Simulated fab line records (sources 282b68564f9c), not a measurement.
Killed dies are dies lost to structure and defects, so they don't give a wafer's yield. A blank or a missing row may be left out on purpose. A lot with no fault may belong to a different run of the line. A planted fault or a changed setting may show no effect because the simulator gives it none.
Lot-split experiment ; flow rit_cmos ; 27 wafers read across 5 lots, on a route 202 steps long

THE SPLIT ITSELF
At RIT_SPACER_ETCHBACK_05 (etches Si3N4 in SF6/CHF3, stops on SiO2, target depth 250 nm, time 240 s), the setting target_depth_a was moved away from the recipe's 2500 angstrom on 9 of the 27 wafers read, by +17.0% to +29.6%. This setting was run at the recipe's value on the other wafers.

The reading comes from the split's own step.

THE READING
oes_product_au, in a.u., at RIT_SPACER_ETCHBACK_05 (etches Si3N4 in SF6/CHF3, stops on SiO2, target depth 250 nm, time 240 s). Fault-free wafers of this fab line usually give 0.838 a.u., standard deviation 0.017 a.u.

wafer;tool, chamber at the split;target_depth_a as run, angstrom;against the recipe;oes_product_au, a.u.;against lot-mates on the recipe
L075.2;rie_diel-03, 0;2500;recipe;0.826;-
L075.4;rie_diel-03, 3;2500;recipe;0.830;-
L075.6;rie_diel-03, 3;2500;recipe;0.832;-
L078.1;rie_diel-03, 3;2500;recipe;0.837;-
L078.2;rie_diel-03, 0;3091;+23.6%;0.731;-0.104
L078.3;rie_diel-03, 1;2500;recipe;0.831;-
L078.4;rie_diel-03, 3;3091;+23.6%;0.742;-0.093
L078.5;rie_diel-03, 1;3091;+23.6%;0.733;-0.102
L078.6;rie_diel-03, 0;2500;recipe;0.836;-
L079.1;rie_diel-03, 0;2500;recipe;0.825;-
L079.2;rie_diel-03, 3;2500;recipe;0.839;-
L079.3;rie_diel-03, 1;3240;+29.6%;0.714;-0.116
L079.4;rie_diel-03, 3;3240;+29.6%;0.722;-0.108
L079.5;rie_diel-03, 1;2500;recipe;0.826;-
L079.6;rie_diel-03, 0;3240;+29.6%;0.705;-0.125
L084.1;rie_diel-04, 2;2500;recipe;0.855;-
L084.2;rie_diel-04, 3;2500;recipe;0.850;-
L084.3;rie_diel-04, 0;2500;recipe;0.813;-
L084.4;rie_diel-04, 1;2500;recipe;0.821;-
L084.5;rie_diel-04, 0;2500;recipe;0.813;-
L084.6;rie_diel-04, 3;2500;recipe;0.850;-
L085.1;rie_diel-04, 0;2926;+17.0%;0.755;-0.096
L085.2;rie_diel-04, 1;2926;+17.0%;0.763;-0.088
L085.3;rie_diel-04, 3;2500;recipe;0.864;-
L085.4;rie_diel-04, 2;2500;recipe;0.864;-
L085.5;rie_diel-04, 2;2926;+17.0%;0.794;-0.057
L085.6;rie_diel-04, 1;2500;recipe;0.826;-

THE FIT
A straight line over all 27 wafers: oes_product_au changes by -0.00411 a.u. for each +1% of target_depth_a; r = -0.96; the points scatter about the line by 0.015 a.u.
The same after taking each lot's own level away (the mean of its wafers on the recipe; 27 wafers): -0.00412 a.u. for each +1%; r = -0.96; scatter 0.014 a.u.
According to that fit, moving target_depth_a by its largest amount changes the reading by 0.12 a.u.
The span of the lots' own levels, 0.8293 to 0.8513 a.u., comes to 1.3 times the standard deviation stated above.
Consequently the slope shifts little with the lot-to-lot level, the two slopes agreeing.
Check: with one of the wafers moved furthest among these (+29.6%) left out of the fit, the line predicts -0.124 a.u. for it against its lot-mates. Against them it came out at -0.116 a.u.
Tool readings at the split's step, against how far the setting was moved: oes_product_au r = -0.96.

THESE WAFERS: OTHER SPLITS
Other splits were also applied to these wafers ahead of the reading. Each is held against what the fit with the lots' levels taken away leaves over:
other split on the same wafers;wafers away from the commonest value;r with oes_product_au (lot level and that fit taken away)
RIT_ACTIVE_DEVELOP_10 develop_time_s;6;-0.08
RIT_ACTIVE_ETCH_13 target_depth_a;9;-0.08
RIT_GATE_DEVELOP_15 develop_time_s;9;+0.26
RIT_REOX_OXIDATION_03 ox_time_s;21;-0.15

THE WHOLE CHAIN: every reading that the file lists as answering this split, in the file's order
step;what it does;reading;change (the file's fit);r (the file's)
RIT_SPACER_ETCHBACK_05;etches Si3N4 in SF6/CHF3, stops on SiO2, target depth 250 nm, time 240 s;oes_product_au;-0.00415 a.u. for each +1% of the setting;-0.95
RIT_SPACER_ETCHBACK_05;etches Si3N4 in SF6/CHF3, stops on SiO2, target depth 250 nm, time 240 s;Si3N4_of_SPACER_CVD_03.thk_nm (the simulator's own value, which no gauge read);-0.436 nm for each +1% of the setting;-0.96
RIT_SPACER_ETCHBACK_05;etches Si3N4 in SF6/CHF3, stops on SiO2, target depth 250 nm, time 240 s;SiO2_of_FOX2_OXIDATION_00.thk_nm (the simulator's own value, which no gauge read);-0.435 nm for each +1% of the setting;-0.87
RIT_SPACER_ETCHBACK_05;etches Si3N4 in SF6/CHF3, stops on SiO2, target depth 250 nm, time 240 s;poly-Si_of_GATE_CVD_08.thk_nm (the simulator's own value, which no gauge read);-0.519 nm for each +1% of the setting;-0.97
RIT_SDANNEAL_CLEAN_01;cleans in dHF, time 30 s;SiO2_of_FOX2_OXIDATION_00.thk_nm (the simulator's own value, which no gauge read);-0.436 nm for each +1% of the setting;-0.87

FILE'S OWN FIT
oes_product_au changes by -0.00415 a.u. for each +1% of target_depth_a, r = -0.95.
